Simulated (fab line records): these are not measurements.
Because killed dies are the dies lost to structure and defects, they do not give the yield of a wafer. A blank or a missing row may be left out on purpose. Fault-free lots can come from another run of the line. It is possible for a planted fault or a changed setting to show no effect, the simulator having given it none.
Chamber matching | flow rit-cmos | RIT_ACTIVE_CLEAN_15 on wet-bench-02 has 4 sister chambers
The step cleans in SC1, time 600 s. 7 wafers are shown with their chamber, then 8 later ones without.

WAFERS PAIRED WITH THEIR CHAMBERS
wafer  | chamber | bath-heat-duty-pct (%)
L466.3 | 0       | 13.7
L466.5 | 0       | 12.9
L469.2 | 3       | 13.8
L469.4 | 3       | 12.8
L470.4 | 1       | 16.6
L470.6 | 1       | 17.9
L473.1 | 2       | 16.5

WAFERS WITHOUT THEIR CHAMBER
wafer  | bath-heat-duty-pct (%)
L473.3 | 16.0
L473.4 | 15.6
L474.2 | 16.6
L474.4 | 15.8
L474.5 | 15.8
L483.3 | 15.3
L483.4 | 15.5
L483.5 | 15.2

WHICH CHAMBER EACH WENT THROUGH
wafer  | from the rows above               | in truth
L473.3 | can't be placed: 2 or 1           | 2
L473.4 | can't be placed: 2 or 1 or 0 or 3 | 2
L474.2 | can't be placed: 2 or 1           | 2
L474.4 | can't be placed: 2 or 1           | 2
L474.5 | can't be placed: 2 or 1           | 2
L483.3 | can't be placed: 2 or 1 or 0 or 3 | 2
L483.4 | can't be placed: 2 or 1 or 0 or 3 | 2
L483.5 | can't be placed: 2 or 0 or 3 or 1 | 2
Correctly placed: 0 of 8. Can't be placed from these rows: 8 (the true chamber is among the candidates in 8). 0 placed wrongly.
How it was worked out, from the rows above alone: a wafer's distance from a chamber is the root of the sum, over the readings, of the square of ((its reading less the chamber's mean) divided by the reading's scatter). If the next closest chamber is less than 2 further off than the closest, the wafer can't be placed; otherwise it belongs to the closest. A chamber's mean is the mean of its shown wafers. How the scatter is found: for the shown wafers, subtract from each reading the mean of its chamber, square and add these, divide the total by (wafers less chambers), then take the root.
